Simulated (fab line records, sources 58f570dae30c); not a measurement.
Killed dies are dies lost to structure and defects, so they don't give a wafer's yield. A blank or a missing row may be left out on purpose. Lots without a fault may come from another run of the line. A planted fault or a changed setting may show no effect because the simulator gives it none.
Problem report in the 8D (eight disciplines) form, filled by code | flow berkeley_cmos170 | the parts of the form that need people (team, actions taken, sign-off) are left out

1. THE PROBLEM
M2_AL_RS at UCB170_M2_RS_MEAS_02 reads a mean of 0.0247 ohm/sq on 1 wafer of 1 lot; wafers without a fault read 0.0323 ohm/sq with a standard deviation of 0.00033. That is -23 standard deviations from the usual mean.
The step: measures by four-point-probe.
First seen on wafer L163.1, day 9 07:31, on film_metro-03. The record holds 39 wafers of 13 lots with a number at this step. Rule for "out", or "out of limits": more than 4 standard deviations from the usual mean. The other wafers with a number count as sound.

2. WHAT IT IS AND WHAT IT IS NOT
question                    | is               | is not
which readings at this step | M2_AL_RS         | -
which lots                  | L163             | L156, L157, L159, L160, L162, L166, L172, L173, L174, L175, L178, L179
which wafers of those lots  | L163.1           | L163.3, L163.5
read on which gauges        | film_metro-03    | film_metro-01, film_metro-04
when                        | from day 9 07:31 | up to then (17 sound wafers); but 21 sound wafers of L166, L172, L173, L174, L175, L178, L179 came after

3. SUSPECTS, AND WHAT RULES EACH OUT
Counting: a tool at a process step up to the reading stays a suspect if it ran every lot that is out. Sound lots after the first of them don't rule it out here, since some wafers of a struck lot are sound.
- the gauge at UCB170_M2_RS_MEAS_02: ruled out. All the wafers that are out were read on film_metro-03, but those of them that UCB170_M2_SPUTTER_01 has rows for are out there too, on other tools.
- pvd_sputter-01 at UCB170_M2_SPUTTER_01 (material Al, target thk 900 nm, time 120 s): kept. It ran the lot that is out, L163 (day 9 07:26); its last sound lot up to then is L162 (day 9 02:33). Its own readings are out on those wafers: cathode_dc_power_W.
Left after counting: pvd_sputter-01 at UCB170_M2_SPUTTER_01.

4. THE CAUSE (what the simulator had put in)
Process parameter drift: pvd_sputter-01, from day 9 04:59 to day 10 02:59, at UCB170_M2_SPUTTER_01. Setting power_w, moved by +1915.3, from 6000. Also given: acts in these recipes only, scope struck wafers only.
Counting left only this tool.

5. THE CHAIN OF EFFECTS, in route order
Each row: a reading whose mean over the struck wafers that have a number lies more than 3 standard deviations from the usual. Only readings for which the record gives a usual standard deviation are gone through. hours: the time from each lot's start at the first step in this table that gives one to its start at this step, as a median over the lots. sigmas: the change in usual standard deviations.
hours | step                    | reading            | usual         | on struck wafers | change  | sigmas
0     | UCB170_M2_SPUTTER_01    | cathode_dc_power_W | 6000.1 W      | 7914.9           | +1914.8 | +99 or more
0     | UCB170_M2_RS_MEAS_02    | M2_AL_RS           | 0.0323 ohm/sq | 0.0247           | -0.0076 | -23
2     | UCB170_M2_THK_MEAS_03   | M2_AL_THK          | 903 nm        | 1172             | +269    | +27
7     | UCB170_M2_METAL_ETCH_18 | oes_product_au     | 0.858 a.u.    | 1.011            | +0.153  | +11
The process steps in it:
- UCB170_M2_SPUTTER_01: material Al, target thk 900 nm, time 120 s.
- UCB170_M2_METAL_ETCH_18: etches Al in Cl2/BCl3, stops on SiO2, target depth 1170 nm, time 195 s.

6. WHAT WOULD HAVE CAUGHT IT SOONER
In this record the first reading out of limits at a measuring or inspecting step was taken at day 9 07:31, 3 hours after the fault began at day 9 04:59.
The tool's own readings at UCB170_M2_SPUTTER_01 were out on every struck wafer that the step has a row for (cathode_dc_power_W): an alarm limit on them would have fired on the first of those.
All the lots that are out (1) had begun UCB170_M2_SPUTTER_01 on pvd_sputter-01 by day 9 07:31. A hold on the tool at that time would have spared none of them.
